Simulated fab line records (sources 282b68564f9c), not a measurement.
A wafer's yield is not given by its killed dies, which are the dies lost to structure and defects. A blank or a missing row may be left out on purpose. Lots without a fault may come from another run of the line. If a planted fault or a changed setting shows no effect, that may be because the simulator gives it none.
Comparing a struck lot with a sound one	flow ritCmos	23 steps out of a route of 202
Sound: the wafers L738.2, L738.3, L738.5. Wafers L748.3, L748.4, L748.6 were the ones struck. The cause is named last.
Each step with rows lists, per side, the tool, then ch with its chambers, then its first start. Under that, the readings that differ: sound wafers	struck wafers	difference of the means	sigmas: that difference in standard deviations of wafers without a fault.
alike: readings whose means differ by less than 2 such deviations, and words and numbers that are the same on both sides. not compared: withheld readings, readings that some wafer has no value for, bounds like >300 that may hide the same value, and numbers for which the record gives no deviation and whose values overlap.
A row with sigmas, a row that says differs or no value, or rows on one side alone: a step with any of these is where the two part. Numbers that have no deviation but don't overlap get no sigmas and don't part them. Lack of a reading on every wafer of one side parts them only where that side has two or more wafers.

RIT_SDANNEAL_RS_MEAS_06: measures by four-point-probe.
  sound on filmMetro-02, day 4 01:26; struck on filmMetro-02, day 6 00:39
  alike: PLDD_RS
RIT_SDANNEAL_RS_MEAS_07: measures by four-point-probe.
  sound on filmMetro-02, day 4 01:34; struck on filmMetro-02, day 6 00:46
  alike: NLDD_RS
then, 1 step without rows for these wafers: RIT_SILICIDE_WET_ETCH_00 (etches SiO2 in BOE, target depth 14 nm, time 15 s).
RIT_SILICIDE_SPUTTER_01: material Ti, target thk 30 nm, time 240 s.
  sound on pvdSputter-03, day 4 01:40; struck on pvdSputter-01, day 6 00:52
  alike: cathodeDcPowerW, throttleValvePct
RIT_SILICIDE_RS_MEAS_02: measures by four-point-probe.
  sound on filmMetro-03, day 4 01:50; struck on filmMetro-03, day 6 01:04
  alike: SILICIDE_TI_RS
RIT_SILICIDE_THK_MEAS_03: measures by xrf.
  sound on filmMetro-03, day 4 01:57; struck on filmMetro-03, day 6 01:10
  alike: SILICIDE_TI_THK
RIT_SILICIDE_RTA_04: time 10 s, ramp up 5 s, ramp down 5 s.
  sound on rtpAnneal-01 ch 0, day 4 02:01; struck on rtpAnneal-01 ch 0, day 6 01:14
  alike: wafer_temp_C_max
then, 1 step without rows for these wafers: RIT_SILICIDE_WET_ETCH_05 (etches Ti in SPM, time 120 s).
RIT_SILICIDE_RTA_06: time 10 s, ramp up 5 s, ramp down 10 s.
  sound on rtpAnneal-02 ch 0, day 4 02:07; struck on rtpAnneal-02 ch 0, day 6 01:24
  alike: wafer_temp_C_max
RIT_CONTACT_CVD_00: deposits SiO2 from TEOS, target thk 400 nm, time 61 s.
  sound on pecvd-01 ch 0,2, day 4 02:11; struck on pecvd-02 ch 0,1,2, day 6 01:26
  alike: heaterPowerW
RIT_CONTACT_THK_MEAS_01:
  sound on filmMetro-04, day 4 02:14; struck on filmMetro-02, day 6 01:31
  alike: CONTACT_TEOS_THK
then, 1 step without rows for these wafers: RIT_CONTACT_HMDS_02 (prime time 60 s).
RIT_CONTACT_COAT_03: resist thk 1000 nm.
  sound on lithoTrack-04 ch 0, day 4 02:28; struck on lithoTrack-04 ch 0, day 6 01:45
reading	sound	struck	difference	sigmas
spinSpeedRpm (rpm)	3249.2 3250.6 3247.7	3494.2 3496.9 3494.8	+246.1	+99 or more
model.NOVOLAK_of_CONTACT_COAT_03.thkNm (nm)	1000 1004 1005	966.2 965.7 963.2	-38.0	
then, 4 steps without rows for these wafers: RIT_CONTACT_SOFTBAKE_04 (time 60 s); RIT_CONTACT_EXPOSE_05 (exposes mask M11, target cd 1000 nm); RIT_CONTACT_PEB_06; RIT_CONTACT_DEVELOP_07 (develop time 120 s).
RIT_CONTACT_CD_MEAS_08 targets a cd of 1000 nm.
  sound on cdSem-01, day 4 03:16; struck on cdSem-01, day 6 02:34
reading	sound	struck	difference	sigmas
cdNm (nm)	997.6 999.7 997.8	1005.4 1003.4 1005.1	+6.3	+3
RIT_CONTACT_OVL_MEAS_09:
  sound on overlay-02, day 4 03:23; struck on overlay-01, day 6 02:39
  alike: CONTACT_OVL
then, 1 step without rows for these wafers: RIT_CONTACT_HARDBAKE_10 (time 60 s).
RIT_CONTACT_ETCH_11: etches SiO2 in CHF3/CF4/Ar, stops on TiSi2, target depth 480 nm, time 320 s.
  sound on rieDiel-03 ch 1,3, day 4 03:34; struck on rieDiel-03 ch 0,2,3, day 6 02:50
reading	sound	struck	difference	sigmas
model.NOVOLAK_of_CONTACT_COAT_03.thkNm (nm)	766.3 770.2 772.4	738.8 737.2 733.6	-33.1	
  alike: drypumpMotorCurrentA, mfcArSccm, oesProductAu, throttleValvePct
  not compared: rfHoursCounterH
RIT_CONTACT_STRIP_12: strips in O2, time 180 s.
  sound on plasmaAsher-02 ch 1, day 4 03:45; struck on plasmaAsher-04 ch 0,1, day 6 03:05
  alike: drypumpMotorCurrentA
  not compared: rfHoursCounterH
RIT_M1_PROBE_99:
  record: rows for the struck wafers here (prober-01, day 6 07:59), none for the sound ones

## WHERE THEY PART
First at RIT_CONTACT_COAT_03; last, within this record, at RIT_M1_PROBE_99.

WHY: the cause the simulator had injected
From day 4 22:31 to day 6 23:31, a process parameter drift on lithoTrack-04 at RIT_CONTACT_COAT_03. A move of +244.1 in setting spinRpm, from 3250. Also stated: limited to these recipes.
